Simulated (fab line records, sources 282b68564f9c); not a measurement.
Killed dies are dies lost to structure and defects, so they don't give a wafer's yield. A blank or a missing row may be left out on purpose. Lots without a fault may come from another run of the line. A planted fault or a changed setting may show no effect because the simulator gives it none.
Chamber matching | flow rit_cmos | RIT_GATE_ETCH_19 on rie_si-02: 4 sister chambers
The step etches poly-Si in SF6/CHF3/O2, stops on SiO2, time 165 s, target depth 312.5 nm. 14 wafers are shown with their chamber, then 7 later ones without.

WAFERS WITH THEIR CHAMBER
wafer  | chamber | throttle_valve_pct (%) | drypump_motor_current_A (A) | oes_product_au (a.u.)
L386.1 | 0       | 10.38                  | 5.9                         | 0.850
L386.4 | 1       | 10.03                  | 5.5                         | 0.830
L386.5 | 1       | 10.02                  | 5.5                         | 0.839
L390.2 | 2       | 10.37                  | 5.6                         | 0.858
L390.4 | 1       | 10.00                  | 5.5                         | 0.831
L390.6 | 1       | 10.03                  | 5.6                         | 0.838
L394.1 | 1       | 10.03                  | 5.5                         | 0.835
L394.2 | 2       | 10.36                  | 5.6                         | 0.851
L394.3 | 3       | 10.23                  | 5.3                         | 0.852
L396.1 | 1       | 10.03                  | 5.6                         | 0.826
L396.4 | 0       | 10.40                  | 5.8                         | 0.853
L396.5 | 0       | 10.37                  | 5.8                         | 0.844
L402.1 | 3       | 10.24                  | 5.3                         | 0.845
L402.2 | 0       | 10.39                  | 5.8                         | 0.851

SIGNATURES (means of the wafers above)
reading                 | chamber 0 | chamber 1 | chamber 2 | chamber 3 | scatter within a chamber
throttle_valve_pct      | 10.3850   | 10.0233   | 10.3650   | 10.2350   | 0.0115
drypump_motor_current_A | 5.825     | 5.533     | 5.600     | 5.300     | 0.0456
oes_product_au          | 0.84950   | 0.83317   | 0.85450   | 0.84850   | 0.0047
Rule: a wafer's distance from a chamber is the root of the sum, over the readings, of the square of ((its reading less the chamber's mean) divided by the reading's scatter). The wafer belongs to the nearest chamber; if the next one is less than 2 further off, it can't be placed. The scatter: the root of (the sum of the squares of (reading less its chamber's mean) over the shown wafers, divided by (wafers less chambers)).

WAFERS WITHOUT THEIR CHAMBER
wafer  | throttle_valve_pct (%) | drypump_motor_current_A (A) | oes_product_au (a.u.)
L402.3 | 10.01                  | 5.6                         | 0.829
L404.1 | 10.38                  | 5.9                         | 0.852
L404.3 | 10.24                  | 5.3                         | 0.852
L404.5 | 10.01                  | 5.6                         | 0.840
L406.1 | 10.39                  | 5.8                         | 0.848
L406.3 | 10.36                  | 5.6                         | 0.838
L406.5 | 10.37                  | 5.8                         | 0.841

WHICH CHAMBER EACH WENT THROUGH
wafer  | from the rows above | in truth
L402.3 | 1                   | 1
L404.1 | 0                   | 0
L404.3 | 3                   | 3
L404.5 | 1                   | 1
L406.1 | 0                   | 0
L406.3 | 2                   | 2
L406.5 | 0                   | 0
Placed correctly: 7 of 7. Can't be placed from these rows: 0. Placed wrongly: 0.
